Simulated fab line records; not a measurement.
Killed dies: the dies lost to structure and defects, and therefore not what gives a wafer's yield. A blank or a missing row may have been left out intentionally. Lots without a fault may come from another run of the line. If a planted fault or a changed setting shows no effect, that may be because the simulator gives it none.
Chamber matching ; flow berkeley cmos170 ; 4 sister chambers for UCB170_GATE_ETCH_15 on rie si-01
The step etches poly-Si in HBr/Cl2, stops on SiO2, time 56.3 s, target depth 278.2 nm. 4 wafers are shown with their chamber, then 7 later ones without.

== EACH WAFER AND ITS CHAMBER ==
wafer;chamber;drypump motor current A (A)
L491.4;3;5.95
L491.5;2;5.11
L492.2;1;5.52
L492.4;0;5.91

== WAFERS WITHOUT THEIR CHAMBER ==
wafer;drypump motor current A (A)
L492.5;5.53
L495.4;5.11
L495.5;5.92
L495.6;5.52
L497.3;5.93
L497.4;5.51
L497.6;5.95

== WHICH CHAMBER EACH ONE RAN IN ==
wafer;from the rows above;in truth
L492.5;1;1
L495.4;2;2
L495.5;0;0
L495.6;1;1
L497.3;can't be placed: 0 or 3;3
L497.4;1;1
L497.6;3;3
6 of 7 placed correctly. From these rows, 1 cannot be placed; in 1 the true chamber is one of the candidates. Placed wrongly: 0.
How it was worked out, from the rows above alone: a wafer's distance from a chamber is the root of the sum, over the readings, of the square of ((its reading less the chamber's mean) divided by the reading's scatter). The wafer belongs to the nearest chamber; if the next one is less than 2 further off, it can't be placed. Each chamber's mean is taken over the wafers shown for it. The scatter (one wafer shown for each chamber): square how far every hidden wafer sits from the nearest shown wafer, average those squares and take the square root.
